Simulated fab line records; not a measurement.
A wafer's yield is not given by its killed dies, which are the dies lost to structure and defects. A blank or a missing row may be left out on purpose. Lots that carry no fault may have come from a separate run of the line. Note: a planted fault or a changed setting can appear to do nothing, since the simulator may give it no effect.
fab line records | flow ritCmos
[record] lots = 14 | wafers = 42 | lastDay = 7
route steps=202 shown SILICIDE@162 M1@202
lots with no fault: from the same line, run without faults
startH: hours from the record's first day to the start of the lot's first wafer shown | waitH: time in hours since the lot's previous step | " identical to the entry in the row above | L1.1+2: a single row standing in for several wafers | - no value, or no start was given | * or withheld: withheld | < > ~ a bound
route shown NAME@n: a module of which the file shows steps, and the number in the route of the first | usual: mean and standard deviation over wafers with no fault | same: alike in all rows | chamber/n: place in a boat | sites: the reading at each site | _std_site: the standard deviation of these | _edge_site: inner sites' mean taken away from outer sites' mean | radiusMm: how far each site lies from the wafer's centre | mask NAME#n: copy n | behind: the tool/chamber that last shaped the wafer | hold: why the lot was held/for how many hours/how that ended | device: whichever transistor did not switch (one of n, p or np) | end of line: tests of these same wafers at the route's end | a step with no rows: only its recipe | killed: at the first sort, the dies lost to defects and structure; wafer yield is something else | map: a wafer's dies, x killed, . not, _ none there
set.NAME: the run value of the setting; set.NAME@STEP: its run value at that earlier step | model.NAME: the simulator's own value behind a step, which no gauge read
steps of the route over a sample of lots; a table a step, a row a wafer
services: the hour from which a tool's chamber was out of use, counted from the record's first day as startH (under 0 if before that day), plus the number of hours and why
[[steps]]
[step RIT_SILICIDE_SPUTTER_01]
[recipe] material = Ti | targetThkNm = 30 | powerW = 350 | chamberPressurePa = 0.667 | gas = Ar | timeS = 240 | substrateTempC = 25
[usual] throttleValvePct = 29.9/1.4
lot.wafer | tool          | chamber | startH | waitH | throttleValvePct
L118.4    | pvdSputter-01 | -       | 59.52  | 0.0   | 28.8
L118.5    | "             | -       | "      | "     | 29.4
L118.6    | "             | -       | "      | "     | 29.4
L119.2    | pvdSputter-03 | -       | 65.52  | 0.0   | 28.6
L119.5    | "             | -       | "      | "     | 29.2
L119.6    | "             | -       | "      | "     | 28.7
L121.1    | pvdSputter-04 | -       | 78.92  | 0.0   | 28.4
L121.2    | "             | -       | "      | "     | 31.4
L121.5    | "             | -       | "      | "     | 31.4
L122.3    | pvdSputter-01 | -       | 79.65  | 0.0   | 29.4
L122.5    | "             | -       | "      | "     | 27.7
L122.6    | "             | -       | "      | "     | 29.3
L123.2    | pvdSputter-03 | -       | 81.59  | 0.0   | 29.3
L123.4    | "             | -       | "      | "     | 28.6
L123.6    | "             | -       | "      | "     | 30.8
L124.1    | pvdSputter-04 | -       | 85.38  | 0.0   | 31.1
L124.3    | "             | -       | "      | "     | 32.3
L124.6    | "             | -       | "      | "     | 31.2
L125.2    | pvdSputter-01 | -       | 92.01  | 0.0   | 28.9
L125.3    | "             | -       | "      | "     | 27.6
L125.4    | "             | -       | "      | "     | 29.5
L126.2    | pvdSputter-04 | -       | 100.31 | 0.0   | 31.5
L126.3    | "             | -       | "      | "     | 31.2
L126.6    | "             | -       | "      | "     | 32.2
L128.1    | pvdSputter-04 | -       | 105.83 | 0.0   | 31.3
L128.4    | "             | -       | "      | "     | 28.3
L128.5    | "             | -       | "      | "     | 31.4
L129.1    | pvdSputter-03 | -       | 112.34 | 0.0   | 29.4
L129.3    | "             | -       | "      | "     | 31.0
L129.6    | "             | -       | "      | "     | 29.2
L130.1    | pvdSputter-04 | -       | 115.30 | 0.0   | 28.4
L130.3    | "             | -       | "      | "     | 32.5
L130.6    | "             | -       | "      | "     | 28.4
L136.2    | pvdSputter-04 | -       | 147.69 | 0.0   | 32.2
L136.3    | "             | -       | "      | "     | 31.4
L136.6    | "             | -       | "      | "     | 31.1
L138.1    | pvdSputter-04 | -       | 156.63 | 0.0   | 31.4
L138.2    | "             | -       | "      | "     | 32.3
L138.4    | "             | -       | "      | "     | 28.0
L139.2    | pvdSputter-04 | -       | 162.26 | 0.0   | 31.0
L139.4    | "             | -       | "      | "     | 31.3
L139.5    | "             | -       | "      | "     | 31.2
[step RIT_SILICIDE_RS_MEAS_02]
[recipe] thkMeasGauge = four-point-probe | reads = Ti_of_SILICIDE_SPUTTER_01
[usual] SILICIDE_TI_RS = 47.9/0.65
lot.wafer | tool         | chamber | startH | waitH | SILICIDE_TI_RS[ohm/sq]
L118.4    | filmMetro-01 | -       | 59.73  | 0.1   | 47.0
L118.5    | "            | -       | "      | "     | 47.3
L118.6    | "            | -       | "      | "     | 47.8
L119.2    | filmMetro-01 | -       | 65.69  | 0.1   | 48.2
L119.5    | "            | -       | "      | "     | 48.6
L119.6    | "            | -       | "      | "     | 47.9
L121.1    | filmMetro-01 | -       | 79.07  | 0.1   | 47.0
L121.2    | "            | -       | "      | "     | 47.1
L121.5    | "            | -       | "      | "     | 46.9
L122.3    | filmMetro-01 | -       | 79.84  | 0.1   | 47.9
L122.5    | "            | -       | "      | "     | 47.7
L122.6    | "            | -       | "      | "     | 47.3
L123.2    | filmMetro-02 | -       | 81.76  | 0.1   | 47.8
L123.4    | "            | -       | "      | "     | 47.3
L123.6    | "            | -       | "      | "     | 47.9
L124.1    | filmMetro-03 | -       | 85.53  | 0.1   | 48.0
L124.3    | "            | -       | "      | "     | 49.1
L124.6    | "            | -       | "      | "     | 48.6
L125.2    | filmMetro-01 | -       | 92.18  | 0.1   | 47.4
L125.3    | "            | -       | "      | "     | 47.7
L125.4    | "            | -       | "      | "     | 47.3
L126.2    | filmMetro-01 | -       | 100.48 | 0.1   | 47.3
L126.3    | "            | -       | "      | "     | 47.0
L126.6    | "            | -       | "      | "     | 48.2
L128.1    | filmMetro-02 | -       | 105.98 | 0.1   | 48.8
L128.4    | "            | -       | "      | "     | 48.7
L128.5    | "            | -       | "      | "     | 48.5
L129.1    | filmMetro-02 | -       | 112.49 | 0.1   | 47.9
L129.3    | "            | -       | "      | "     | 48.7
L129.6    | "            | -       | "      | "     | 48.0
L130.1    | filmMetro-01 | -       | 115.45 | 0.1   | 47.0
L130.3    | "            | -       | "      | "     | 48.2
L130.6    | "            | -       | "      | "     | 46.8
L136.2    | filmMetro-01 | -       | 147.86 | 0.1   | 47.5
L136.3    | "            | -       | "      | "     | 46.9
L136.6    | "            | -       | "      | "     | 46.9
L138.1    | filmMetro-02 | -       | 156.78 | 0.1   | 37.4
L138.2    | "            | -       | "      | "     | 48.4
L138.4    | "            | -       | "      | "     | 48.0
L139.2    | filmMetro-03 | -       | 162.43 | 0.1   | 47.6
L139.4    | "            | -       | "      | "     | 36.5
L139.5    | "            | -       | "      | "     | 47.1
[step RIT_SILICIDE_THK_MEAS_03]
[recipe] thkMeasGauge = xrf | reads = Ti_of_SILICIDE_SPUTTER_01
[usual] SILICIDE_TI_THK = 30.0/0.37
lot.wafer | tool         | chamber | startH | waitH | SILICIDE_TI_THK[nm]
L118.4    | filmMetro-01 | -       | 59.82  | 0.1   | 30.3
L118.5    | "            | -       | "      | "     | 30.0
L118.6    | "            | -       | "      | "     | 29.9
L119.2    | filmMetro-01 | -       | 65.80  | 0.1   | 29.6
L119.5    | "            | -       | "      | "     | 29.5
L119.6    | "            | -       | "      | "     | 29.8
L121.1    | filmMetro-01 | -       | 79.19  | 0.1   | 30.5
L121.2    | "            | -       | "      | "     | 30.3
L121.5    | "            | -       | "      | "     | 30.6
L122.3    | filmMetro-01 | -       | 79.94  | 0.1   | 30.0
L122.5    | "            | -       | "      | "     | 30.1
L122.6    | "            | -       | "      | "     | 30.2
L123.2    | filmMetro-02 | -       | 81.87  | 0.1   | 30.0
L123.4    | "            | -       | "      | "     | 30.2
L123.6    | "            | -       | "      | "     | 29.9
L124.1    | filmMetro-03 | -       | 85.65  | 0.1   | 29.9
L124.3    | "            | -       | "      | "     | 29.6
L124.6    | "            | -       | "      | "     | 29.6
L125.2    | filmMetro-01 | -       | 92.29  | 0.1   | 30.3
L125.3    | "            | -       | "      | "     | 30.1
L125.4    | "            | -       | "      | "     | 30.2
L126.2    | filmMetro-01 | -       | 100.59 | 0.1   | 30.3
L126.3    | "            | -       | "      | "     | 30.4
L126.6    | "            | -       | "      | "     | 29.8
L128.1    | filmMetro-02 | -       | 106.10 | 0.1   | 29.4
L128.4    | "            | -       | "      | "     | 29.4
L128.5    | "            | -       | "      | "     | 29.5
L129.1    | filmMetro-02 | -       | 112.61 | 0.1   | 29.9
L129.3    | "            | -       | "      | "     | 29.4
L129.6    | "            | -       | "      | "     | 29.7
L130.1    | filmMetro-01 | -       | 115.57 | 0.1   | 30.5
L130.3    | "            | -       | "      | "     | 29.8
L130.6    | "            | -       | "      | "     | 30.5
L136.2    | filmMetro-01 | -       | 147.97 | 0.1   | 30.2
L136.3    | "            | -       | "      | "     | 30.6
L136.6    | "            | -       | "      | "     | 30.5
L138.1    | filmMetro-02 | -       | 156.90 | 0.1   | 36.5
L138.2    | "            | -       | "      | "     | 29.6
L138.4    | "            | -       | "      | "     | 29.8
L139.2    | filmMetro-03 | -       | 162.54 | 0.1   | 30.2
L139.4    | "            | -       | "      | "     | 37.3
L139.5    | "            | -       | "      | "     | 30.4
[step RIT_M1_PROBE_99]
[usual] killedAtContacts = 0.0/0.22 | killedAtFrontEnd = 7/3.1 | killedDies = 7/3.1 | killedOpen = 3.5/2.2 | killedShort = 3.3/1.9
[same] grossDies = 264 | killed_at_M0_to_M3 = 0 | killed_at_M4_up = 0 | killedAtBackSide = 0 | killedAtOther = 0
lot.wafer | tool      | chamber | startH | waitH | killedAtContacts | killedAtFrontEnd | killedDies | killedOpen | killedShort
L119.2    | prober-02 | -       | 72.49  | 0.1   | 0                | 7                | 7          | 2          | 5
L119.5    | prober-02 | -       | 72.64  | 0.2   | 0                | 9                | 9          | 3          | 6
L119.6    | prober-02 | -       | 72.69  | 0.2   | 0                | 9                | 9          | 2          | 7
L128.1    | prober-02 | -       | 113.83 | 0.1   | 0                | 9                | 9          | 7          | 2
L128.4    | prober-02 | -       | 113.98 | 0.2   | 0                | 7                | 7          | 5          | 2
L128.5    | prober-02 | -       | 114.03 | 0.2   | 1                | 10               | 11         | 7          | 4
L129.1    | prober-01 | -       | 119.40 | 0.1   | 0                | 7                | 7          | 4          | 3
L129.3    | prober-01 | -       | 119.50 | 0.2   | 0                | 7                | 7          | 3          | 4
L129.6    | prober-01 | -       | 119.65 | 0.2   | 0                | 7                | 7          | 2          | 5
// killed by level:class
L119.2 SILICIDE:geometricParticle:short=3 FOX1:geometricParticle:short=1 GATE:geometricParticle:short=1 REOX:geometricParticle:open=1 SPACER:geometricParticle:open=1
L119.5 FOX1:geometricParticle:open=2 FOX1:geometricParticle:short=2 GATE:geometricParticle:short=2 ACTIVE:geometricParticle:short=1 GATE:geometricParticle:open=1 REOX:geometricParticle:short=1
L119.6 SILICIDE:geometricParticle:short=3 FOX1:geometricParticle:short=2 FOX1:geometricParticle:open=1 GATE:geometricParticle:open=1 GATE:geometricParticle:short=1 REOX:geometricParticle:short=1
L128.1 GATE:geometricParticle:open=6 FOX1:geometricParticle:short=1 GATE:geometricParticle:short=1 SILICIDE:geometricParticle:open=1
L128.4 GATE:geometricParticle:open=3 FOX1:geometricParticle:short=1 FOX2:geometricParticle:open=1 GATE:geometricParticle:short=1 SPACER:geometricParticle:open=1
L128.5 GATE:geometricParticle:open=3 GATE:geometricParticle:short=2 SILICIDE:geometricParticle:short=2 FOX2:geometricParticle:open=1 REOX:geometricParticle:open=1 SILICIDE:geometricParticle:open=1 CONTACT:geometricParticle:open=1
L129.1 FOX1:geometricParticle:open=3 ACTIVE:geometricParticle:short=1 FOX2:geometricParticle:short=1 SPACER:geometricParticle:open=1 SILICIDE:geometricParticle:short=1
L129.3 FOX1:geometricParticle:short=2 GATE:geometricParticle:short=2 FOX1:geometricParticle:open=1 REOX:geometricParticle:open=1 SILICIDE:geometricParticle:open=1
L129.6 FOX1:geometricParticle:open=1 FOX1:geometricParticle:short=1 FOX2:geometricParticle:short=1 REOX:geometricParticle:short=1 SPACER:geometricParticle:open=1 SPACER:geometricParticle:short=1 SILICIDE:geometricParticle:short=1
[[services]]
tool          | chamber | startH | hours | kind
pvdSputter-01 | -       | 37.39  | 1.7   | repair
pvdSputter-04 | -       | 50.98  | 1.8   | repair
pvdSputter-04 | -       | 59.30  | 7.0   | repair
pvdSputter-01 | -       | 157.75 | 6.6   | repair
pvdSputter-03 | -       | 161.02 | 0.7   | repair
[[key]]
[firstSign] step = RIT_SILICIDE_RS_MEAS_02 | reading = SILICIDE_TI_RS | direction = down | sigmas = 17 | usual = 47.9 | struck = 36.9
[effect] step = RIT_SILICIDE_THK_MEAS_03 | reading = SILICIDE_TI_THK | direction = up | sigmas = 19 | usual = 30.0 | struck = 36.9
metAt RIT_SILICIDE_SPUTTER_01
struckLots L138,L139
struckWafers L138.1,L139.4
testerLeftOut L138,L139
[loopTrim] step = RIT_M1_EXPOSE_06 | setting = dose | lots = L138,L139
onsetBetween 105.83 156.63
[fault] kind = processParameterDrift | tool = pvdSputter-04 | chamber = - | onsetH = 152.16 | steps = RIT_SILICIDE_SPUTTER_01 | channel = targetThkNm | offset = 7.0433 | shape = step | endH = 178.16 | stated = 30 | scope = struckWafersOnly
// testerLeftOut: of these lots the tester's yield and bins aren't shown, on N5 and GAA mostly nor the transistor test; their killed dies are dies lost to structure and defects alone, not to doping, threshold or leakage, so they don't give the yield
// loopTrim: a control loop set the setting to another value than it would have without faults
